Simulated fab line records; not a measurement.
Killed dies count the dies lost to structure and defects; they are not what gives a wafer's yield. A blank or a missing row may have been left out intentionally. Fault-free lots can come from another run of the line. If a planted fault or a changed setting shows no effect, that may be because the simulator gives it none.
fab line records ; flow berkeleyCmos170
record: lots: 15; wafers: 45; lastDay: 12
route steps=331 shown NWELL@19 NLDD@167 M1@251 M2@274
lots with no fault: from the same line, run without faults
startH: the number of hours between the record's first day and the start of the first shown wafer of the lot ; waitH: time in hours since the lot's previous step ; " as in the row above ; L1.1+2: several wafers, shown together as one row ; - no value, or no start was given ; * or withheld: withheld ; < > ~ a bound
route shown NAME@n: NAME is a module with steps in the file, n the number in the route of the first one ; usual: mean and standard deviation over wafers with no fault ; same: alike in all rows ; chamber/n: place in a boat ; sites: readings site by site ; _std_site: standard deviation of those values ; _edge_site: mean of outer sites minus mean of inner sites ; radiusMm: for every site, how far away it sits from the centre of the wafer ; mask NAME#n: copy n ; behind: the last tool/chamber to shape the wafer ; hold: what put the lot on hold/how long, in hours/how the hold closed ; device: names the non-switching transistor (n, p or np) ; end of line: tests of these same wafers at the route's end ; a step with no rows: only its recipe ; killed: not the wafer's yield, but the dies lost to structure and defects at the first sort ; map: the dies of a wafer, with x for killed, . for not killed, _ for no die there
set.NAME: the setting the step ran with; set.NAME@STEP: the setting that earlier step ran with ; model.NAME: the simulator's own value behind a step, which no gauge read
steps of the route over a sample of lots; a table a step, a row a wafer
services: when a tool's chamber went out of use (startH, in hours from the record's first day, below 0 if earlier), for how many hours, and the reason
== steps ==
step: UCB170_NWELL_THK_MEAS_05
recipe: reads: Si3N4_of_NWELL_CVD_04
usual: NWELL_NITRIDE_THK: 224.5/1.9
lot.wafer;tool;chamber;startH;waitH;NWELL_NITRIDE_THK[nm]
L366.3;filmMetro-01;-;46.25;0.1;224.4
L366.4;filmMetro-01;-;46.25;0.1;225.2
L366.6;filmMetro-01;-;46.25;0.1;225.1
L367.1;filmMetro-03;-;55.26;0.0;222.0
L367.4;filmMetro-03;-;55.26;0.0;224.6
L367.6;filmMetro-03;-;55.26;0.0;223.8
L368.1;filmMetro-02;-;55.26;0.0;222.6
L368.3;filmMetro-02;-;55.26;0.0;225.8
L368.4;filmMetro-02;-;55.26;0.0;224.3
L369.1;filmMetro-01;-;65.66;0.0;224.4
L369.3;filmMetro-01;-;65.66;0.0;224.6
L369.6;filmMetro-01;-;65.66;0.0;224.2
L372.2;filmMetro-01;-;75.87;0.0;223.5
L372.3;filmMetro-01;-;75.87;0.0;221.1
L372.5;filmMetro-01;-;75.87;0.0;220.7
L373.1;filmMetro-03;-;80.69;0.0;222.3
L373.2;filmMetro-03;-;80.69;0.0;222.9
L373.3;filmMetro-03;-;80.69;0.0;223.1
L375.3;filmMetro-02;-;87.13;0.0;223.8
L375.5;filmMetro-02;-;87.13;0.0;223.1
L375.6;filmMetro-02;-;87.13;0.0;223.0
L377.2;filmMetro-03;-;98.49;0.0;223.5
L377.5;filmMetro-03;-;98.49;0.0;222.8
L377.6;filmMetro-03;-;98.49;0.0;222.4
L380.1;filmMetro-02;-;100.99;0.0;224.7
L380.2;filmMetro-02;-;100.99;0.0;229.2
L380.5;filmMetro-02;-;100.99;0.0;228.4
L381.2;filmMetro-03;-;108.81;0.0;223.7
L381.4;filmMetro-03;-;108.81;0.0;224.4
L381.6;filmMetro-03;-;108.81;0.0;224.4
L383.2;filmMetro-03;-;116.85;0.0;225.4
L383.4;filmMetro-03;-;116.85;0.0;226.7
L383.5;filmMetro-03;-;116.85;0.0;226.4
L385.2;filmMetro-01;-;127.82;0.0;222.6
L385.3;filmMetro-01;-;127.82;0.0;225.0
L385.5;filmMetro-01;-;127.82;0.0;224.2
L386.1;filmMetro-02;-;130.40;0.0;223.7
L386.2;filmMetro-02;-;130.40;0.0;224.3
L386.5;filmMetro-02;-;130.40;0.0;225.7
L387.1;filmMetro-02;-;138.24;0.0;226.2
L387.2;filmMetro-02;-;138.24;0.0;226.9
L387.6;filmMetro-02;-;138.24;0.0;227.6
L388.2;filmMetro-01;-;143.64;0.0;224.2
L388.3;filmMetro-01;-;143.64;0.0;222.2
L388.6;filmMetro-01;-;143.64;0.0;222.1
step: UCB170_NLDD_IMPLANT_09
recipe: species: As; doseCm2: 5e+13; energyKev: 30; tiltDeg: 7; rotationDeg: 180
usual: beamOnS: 9.97/0.21; doseIonsCm2: 5e+13/5.3e+10; faradayCurrentUA: 159/3.2
lot.wafer;tool;chamber;startH;waitH;beamOnS;doseIonsCm2;faradayCurrentUA
L367.1;implanter-03;0;150.50;0.1;10.03;4.994e+13;158
L367.4;implanter-03;0;150.50;0.1;9.45;4.993e+13;168
L367.6;implanter-03;0;150.50;0.1;10.18;4.991e+13;157
L368.1;implanter-04;0;150.87;0.1;10.02;4.998e+13;159
L368.3;implanter-04;0;150.87;0.1;9.92;4.997e+13;160
L368.4;implanter-04;0;150.87;0.1;9.95;4.996e+13;159
L366.3;implanter-03;0;151.10;0.1;9.67;4.997e+13;164
L366.4;implanter-03;0;151.10;0.1;9.86;5.003e+13;161
L366.6;implanter-03;0;151.10;0.1;10.22;4.995e+13;155
L369.1;implanter-03;0;161.76;0.1;9.95;2.353e+13;75
L369.3;implanter-03;0;161.76;0.1;10.28;2.356e+13;72
L369.6;implanter-03;0;161.76;0.1;10.21;2.356e+13;73
L373.1;implanter-03;0;182.92;0.1;10.06;2.356e+13;75
L373.2;implanter-03;0;182.92;0.1;10.07;2.354e+13;74
L373.3;implanter-03;0;182.92;0.1;10.03;2.358e+13;74
L372.2;implanter-01;0;183.30;0.1;10.06;5.003e+13;159
L372.3;implanter-01;0;183.30;0.1;9.83;4.998e+13;161
L372.5;implanter-01;0;183.30;0.1;9.79;5.01e+13;162
L375.3;implanter-03;0;183.43;0.1;9.86;2.35e+13;76
L375.5;implanter-03;0;183.43;0.1;10.29;2.351e+13;73
L375.6;implanter-03;0;183.43;0.1;10.48;2.357e+13;71
L380.1;implanter-01;0;206.56;0.1;9.89;5.006e+13;160
L380.2;implanter-01;0;206.56;0.1;10.15;5.007e+13;156
L380.5;implanter-01;0;206.56;0.1;10.00;5e+13;158
L377.2;implanter-04;0;206.70;0.1;10.04;4.998e+13;158
L377.5;implanter-04;0;206.70;0.1;9.98;5.003e+13;159
L377.6;implanter-04;0;206.70;0.1;10.12;5.004e+13;158
L381.2;implanter-04;0;214.44;0.1;10.01;5e+13;158
L381.4;implanter-04;0;214.44;0.1;9.89;5.013e+13;160
L381.6;implanter-04;0;214.44;0.1;10.21;5.006e+13;156
L383.2;implanter-01;0;219.87;0.1;9.77;5.008e+13;162
L383.4;implanter-01;0;219.87;0.1;9.72;5e+13;163
L383.5;implanter-01;0;219.87;0.1;9.91;5.002e+13;160
L386.1;implanter-04;0;237.52;0.1;9.86;5.002e+13;160
L386.2;implanter-04;0;237.52;0.1;9.86;4.996e+13;160
L386.5;implanter-04;0;237.52;0.1;9.94;5e+13;160
L385.2;implanter-01;0;237.86;0.1;10.47;5.005e+13;151
L385.3;implanter-01;0;237.86;0.1;9.83;4.995e+13;161
L385.5;implanter-01;0;237.86;0.1;9.97;5.004e+13;159
L387.1;implanter-01;0;245.99;0.1;9.73;4.999e+13;163
L387.2;implanter-01;0;245.99;0.1;10.01;4.988e+13;159
L387.6;implanter-01;0;245.99;0.1;9.82;4.996e+13;161
L388.2;implanter-01;0;255.07;0.1;9.77;4.995e+13;163
L388.3;implanter-01;0;255.07;0.1;9.98;5.007e+13;160
L388.6;implanter-01;0;255.07;0.1;9.79;5.001e+13;162
step: UCB170_NLDD_TW_MEAS_11
usual: NLDD_TW: 2216/12
lot.wafer;tool;chamber;startH;waitH;NLDD_TW
L367.1;filmMetro-02;-;150.75;0.1;2225
L367.4;filmMetro-02;-;150.75;0.1;2215
L367.6;filmMetro-02;-;150.75;0.1;2207
L368.1;filmMetro-04;-;151.12;0.1;2216
L368.3;filmMetro-04;-;151.12;0.1;2202
L368.4;filmMetro-04;-;151.12;0.1;2212
L366.3;filmMetro-04;-;151.32;0.1;2207
L366.4;filmMetro-04;-;151.32;0.1;2214
L366.6;filmMetro-04;-;151.32;0.1;2206
L369.1;filmMetro-02;-;162.01;0.1;2040
L369.3;filmMetro-02;-;162.01;0.1;2022
L369.6;filmMetro-02;-;162.01;0.1;2041
L373.1;filmMetro-04;-;183.17;0.1;2044
L373.2;filmMetro-04;-;183.17;0.1;2035
L373.3;filmMetro-04;-;183.17;0.1;2044
L372.2;filmMetro-04;-;183.54;0.1;2214
L372.3;filmMetro-04;-;183.54;0.1;2209
L372.5;filmMetro-04;-;183.54;0.1;2205
L375.3;filmMetro-02;-;183.65;0.1;2026
L375.5;filmMetro-02;-;183.65;0.1;2037
L375.6;filmMetro-02;-;183.65;0.1;2024
L380.1;filmMetro-04;-;206.81;0.1;2223
L380.2;filmMetro-04;-;206.81;0.1;2216
L380.5;filmMetro-04;-;206.81;0.1;2205
L377.2;filmMetro-01;-;206.94;0.1;2239
L377.5;filmMetro-01;-;206.94;0.1;2225
L377.6;filmMetro-01;-;206.94;0.1;2233
L381.2;filmMetro-04;-;214.67;0.1;2217
L381.4;filmMetro-04;-;214.67;0.1;2217
L381.6;filmMetro-04;-;214.67;0.1;2218
L383.2;filmMetro-04;-;220.10;0.1;2193
L383.4;filmMetro-04;-;220.10;0.1;2198
L383.5;filmMetro-04;-;220.10;0.1;2194
L386.1;filmMetro-01;-;237.77;0.1;2241
L386.2;filmMetro-01;-;237.77;0.1;2246
L386.5;filmMetro-01;-;237.77;0.1;2244
L385.2;filmMetro-04;-;238.10;0.1;2220
L385.3;filmMetro-04;-;238.10;0.1;2200
L385.5;filmMetro-04;-;238.10;0.1;2205
L387.1;filmMetro-04;-;246.31;0.1;2208
L387.2;filmMetro-04;-;246.31;0.1;2227
L387.6;filmMetro-04;-;246.31;0.1;2216
L388.2;filmMetro-02;-;255.31;0.1;2211
L388.3;filmMetro-02;-;255.31;0.1;2207
L388.6;filmMetro-02;-;255.31;0.1;2213
step: UCB170_SDANNEAL_RS_MEAS_05
recipe: thkMeasGauge: four-point-probe
usual: NLDD_RS: 615.9/1.5
lot.wafer;tool;chamber;startH;waitH;NLDD_RS[ohm/sq]
L367.1;filmMetro-02;-;165.21;0.1;614.7
L367.4;filmMetro-02;-;165.21;0.1;616.3
L367.6;filmMetro-02;-;165.21;0.1;616.0
L368.1;filmMetro-01;-;166.04;0.1;617.5
L368.3;filmMetro-01;-;166.04;0.1;618.5
L368.4;filmMetro-01;-;166.04;0.1;620.6
L366.3;filmMetro-04;-;166.43;0.1;618.7
L366.4;filmMetro-04;-;166.43;0.1;617.0
L366.6;filmMetro-04;-;166.43;0.1;617.1
L369.1;filmMetro-02;-;173.46;0.1;754.8
L369.3;filmMetro-02;-;173.46;0.1;755.5
L369.6;filmMetro-02;-;173.46;0.1;754.3
L373.1;filmMetro-01;-;203.50;0.1;753.3
L373.2;filmMetro-01;-;203.50;0.1;754.4
L373.3;filmMetro-01;-;203.50;0.1;751.9
L372.2;filmMetro-02;-;203.52;0.1;613.7
L372.3;filmMetro-02;-;203.52;0.1;613.5
L372.5;filmMetro-02;-;203.52;0.1;614.0
L375.3;filmMetro-04;-;204.55;0.1;755.8
L375.5;filmMetro-04;-;204.55;0.1;755.5
L375.6;filmMetro-04;-;204.55;0.1;754.1
L380.1;filmMetro-04;-;217.37;0.1;615.4
L380.2;filmMetro-04;-;217.37;0.1;616.1
L380.5;filmMetro-04;-;217.37;0.1;615.4
L377.2;filmMetro-04;-;218.21;0.1;617.3
L377.5;filmMetro-04;-;218.21;0.1;617.9
L377.6;filmMetro-04;-;218.21;0.1;618.1
L381.2;filmMetro-01;-;224.32;0.1;616.5
L381.4;filmMetro-01;-;224.32;0.1;616.3
L381.6;filmMetro-01;-;224.32;0.1;617.5
L383.2;filmMetro-01;-;234.54;0.1;619.4
L383.4;filmMetro-01;-;234.54;0.1;618.1
L383.5;filmMetro-01;-;234.54;0.1;617.5
L386.1;filmMetro-01;-;248.63;0.1;615.3
L386.2;filmMetro-01;-;248.63;0.1;614.4
L386.5;filmMetro-01;-;248.63;0.1;616.9
L385.2;filmMetro-04;-;249.02;0.1;614.3
L385.3;filmMetro-04;-;249.02;0.1;613.9
L385.5;filmMetro-04;-;249.02;0.1;613.8
L387.1;filmMetro-01;-;258.03;0.1;615.1
L387.2;filmMetro-01;-;258.03;0.1;615.9
L387.6;filmMetro-01;-;258.03;0.1;615.2
L388.2;filmMetro-02;-;264.62;0.1;615.0
L388.3;filmMetro-02;-;264.62;0.1;615.9
L388.6;filmMetro-02;-;264.62;0.1;616.6
step: UCB170_M1_STRIP_13
recipe: chemistry: O2; powerW: 400; pressureMtorr: 3500; platenTempC: withheld; o2FlowSccm: 400; overashFraction: 0.5
usual: drypumpMotorCurrentA: 6.0/0.37; oesProductAu: 0.720/0.0042
lot.wafer;tool;chamber;startH;waitH;drypumpMotorCurrentA;oesProductAu;rfHoursCounterH
L367.1;plasmaAsher-02;0;179.26;0.1;6.1;0.723;41
L367.4;plasmaAsher-02;0;179.26;0.1;6.1;0.717;-
L367.6;plasmaAsher-02;1;179.26;0.1;5.8;0.720;-
L366.3;plasmaAsher-02;1;179.57;0.1;5.8;0.720;-
L366.4;plasmaAsher-02;0;179.57;0.1;6.1;0.725;-
L366.6;plasmaAsher-02;0;179.57;0.1;6.1;0.718;-
L368.1;plasmaAsher-01;0;179.60;0.1;5.5;0.717;51
L368.3;plasmaAsher-01;1;179.60;0.1;6.6;0.716;-
L368.4;plasmaAsher-01;0;179.60;0.1;5.5;0.725;-
L369.1;plasmaAsher-03;1;183.57;0.1;6.1;0.713;9
L369.3;plasmaAsher-03;0;183.57;0.1;5.8;0.714;-
L369.6;plasmaAsher-03;0;183.57;0.1;5.8;0.722;-
L373.1;plasmaAsher-01;1;211.68;0.1;6.6;0.727;54
L373.2;plasmaAsher-01;0;211.68;0.1;5.5;0.714;54
L373.3;plasmaAsher-01;1;211.68;0.1;6.6;0.728;-
L372.2;plasmaAsher-03;0;212.25;0.1;5.8;0.713;12
L372.3;plasmaAsher-03;0;212.25;0.1;5.8;0.724;-
L372.5;plasmaAsher-03;1;212.25;0.1;6.1;0.724;-
L375.3;plasmaAsher-01;1;212.40;0.1;6.6;0.713;-
L375.5;plasmaAsher-01;1;212.40;0.1;6.6;0.716;-
L375.6;plasmaAsher-01;0;212.40;0.1;5.5;0.716;-
L380.1;plasmaAsher-03;1;226.25;0.1;6.1;0.724;14
L380.2;plasmaAsher-03;0;226.25;0.1;5.8;0.720;14
L380.5;plasmaAsher-03;0;226.25;0.1;5.8;0.718;-
L377.2;plasmaAsher-02;0;227.94;0.1;6.1;0.717;47
L377.5;plasmaAsher-02;0;227.94;0.1;6.1;0.716;-
L377.6;plasmaAsher-02;1;227.94;0.1;5.8;0.722;-
L381.2;plasmaAsher-01;0;236.27;0.1;5.5;0.721;58
L381.4;plasmaAsher-01;1;236.27;0.1;6.6;0.722;-
L381.6;plasmaAsher-01;1;236.27;0.1;6.6;0.717;-
L383.2;plasmaAsher-01;0;243.43;0.1;5.5;0.718;59
L383.4;plasmaAsher-01;0;243.43;0.1;5.5;0.732;-
L383.5;plasmaAsher-01;0;243.43;0.1;5.5;0.719;-
L386.1;plasmaAsher-01;0;256.25;0.1;5.5;0.719;61
L386.2;plasmaAsher-01;1;256.25;0.1;6.6;0.716;61
L386.5;plasmaAsher-01;0;256.25;0.1;5.5;0.720;-
L385.2;plasmaAsher-02;1;256.42;0.1;5.8;0.719;51
L385.3;plasmaAsher-02;1;256.42;0.1;5.8;0.720;-
L385.5;plasmaAsher-02;1;256.42;0.1;5.8;0.721;-
L387.1;plasmaAsher-01;1;265.19;0.2;6.6;0.726;62
L387.2;plasmaAsher-01;0;265.19;0.2;5.5;0.719;62
L387.6;plasmaAsher-01;0;265.19;0.2;5.5;0.718;-
L388.2;plasmaAsher-01;0;272.38;0.1;5.5;0.718;63
L388.3;plasmaAsher-01;1;272.38;0.1;6.6;0.713;-
L388.6;plasmaAsher-01;0;272.38;0.1;5.5;0.724;-
step: UCB170_M2_THK_MEAS_03
recipe: thkMeasGauge: xrf; reads: Al_of_M2_SPUTTER_01
usual: M2_AL_THK: 948/13
lot.wafer;tool;chamber;startH;waitH;M2_AL_THK[nm]
L367.1;filmMetro-04;-;186.05;0.1;952
L367.4;filmMetro-04;-;186.05;0.1;949
L367.6;filmMetro-04;-;186.05;0.1;944
L366.3;filmMetro-04;-;186.63;0.1;945
L366.4;filmMetro-04;-;186.63;0.1;947
L366.6;filmMetro-04;-;186.63;0.1;927
L368.1;filmMetro-01;-;186.72;0.1;956
L368.3;filmMetro-01;-;186.72;0.1;957
L368.4;filmMetro-01;-;186.72;0.1;964
L369.1;filmMetro-01;-;194.69;0.1;957
L369.3;filmMetro-01;-;194.69;0.1;954
L369.6;filmMetro-01;-;194.69;0.1;958
L373.1;filmMetro-04;-;220.65;0.1;946
L373.2;filmMetro-04;-;220.65;0.1;959
L373.3;filmMetro-04;-;220.65;0.1;946
L372.2;filmMetro-03;-;221.52;0.1;927
L372.3;filmMetro-03;-;221.52;0.1;942
L372.5;filmMetro-03;-;221.52;0.1;943
L375.3;filmMetro-03;-;221.71;0.1;930
L375.5;filmMetro-03;-;221.71;0.1;936
L375.6;filmMetro-03;-;221.71;0.1;931
L380.1;filmMetro-03;-;233.57;0.1;958
L380.2;filmMetro-03;-;233.57;0.1;945
L380.5;filmMetro-03;-;233.57;0.1;939
L377.2;filmMetro-04;-;236.58;0.1;961
L377.5;filmMetro-04;-;236.58;0.1;935
L377.6;filmMetro-04;-;236.58;0.1;924
L381.2;filmMetro-01;-;245.11;0.1;952
L381.4;filmMetro-01;-;245.11;0.1;954
L381.6;filmMetro-01;-;245.11;0.1;955
L383.2;filmMetro-01;-;250.99;0.1;959
L383.4;filmMetro-01;-;250.99;0.1;959
L383.5;filmMetro-01;-;250.99;0.1;960
L385.2;filmMetro-03;-;262.99;0.1;941
L385.3;filmMetro-03;-;262.99;0.1;923
L385.5;filmMetro-03;-;262.99;0.1;939
L386.1;filmMetro-01;-;263.00;0.1;963
L386.2;filmMetro-01;-;263.00;0.1;955
L386.5;filmMetro-01;-;263.00;0.1;959
L387.1;filmMetro-03;-;274.44;0.1;933
L387.2;filmMetro-03;-;274.44;0.1;931
L387.6;filmMetro-03;-;274.44;0.1;945
L388.2;filmMetro-01;-;277.22;0.1;978
L388.3;filmMetro-01;-;277.22;0.1;960
L388.6;filmMetro-01;-;277.22;0.1;969
== services ==
tool;chamber;startH;hours;kind
implanter-01;-;132.61;5.7;pm
plasmaAsher-02;-;133.03;0.4;repair
plasmaAsher-02;-;151.12;2.8;pm
plasmaAsher-01;-;152.76;8.7;repair
plasmaAsher-02;-;164.43;2.4;repair
implanter-04;-;178.34;3.1;pm
plasmaAsher-01;-;190.57;3.3;repair
implanter-04;-;259.82;6.1;pm
== key ==
firstSign: step: UCB170_NLDD_IMPLANT_09; reading: doseIonsCm2; direction: down; sigmas: 99+; usual: 5e+13; struck: 2.355e+13
effect: step: UCB170_NLDD_IMPLANT_09; reading: faradayCurrentUA; direction: down; sigmas: 26; usual: 159; struck: 74
effect: step: UCB170_NLDD_TW_MEAS_11; reading: NLDD_TW; direction: down; sigmas: 15; usual: 2216; struck: 2035
effect: step: UCB170_SDANNEAL_RS_MEAS_05; reading: NLDD_RS; direction: up; sigmas: 92; usual: 615.9; struck: 754.4
metAt UCB170_NLDD_IMPLANT_09
struckLots L369,L373,L375
testerLeftOut L369,L373,L375
notActingAt UCB170_NWELL_THK_MEAS_05,UCB170_M1_STRIP_13,UCB170_M2_THK_MEAS_03
onsetBetween 151.10 161.76
fault: kind: processParameterDrift; tool: implanter-03; chamber: -; onsetH: 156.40; steps: UCB170_NLDD_IMPLANT_09; channel: doseCm2; offset: -2.6429e+13; shape: step; endH: 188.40; actsIn: theseRecipesOnly; stated: 5e+13
testerLeftOut: of these lots the tester's yield and bins aren't shown, on N5 and GAA mostly nor the transistor test; their killed dies are dies lost to structure and defects alone, not to doping, threshold or leakage, so they don't give the yield
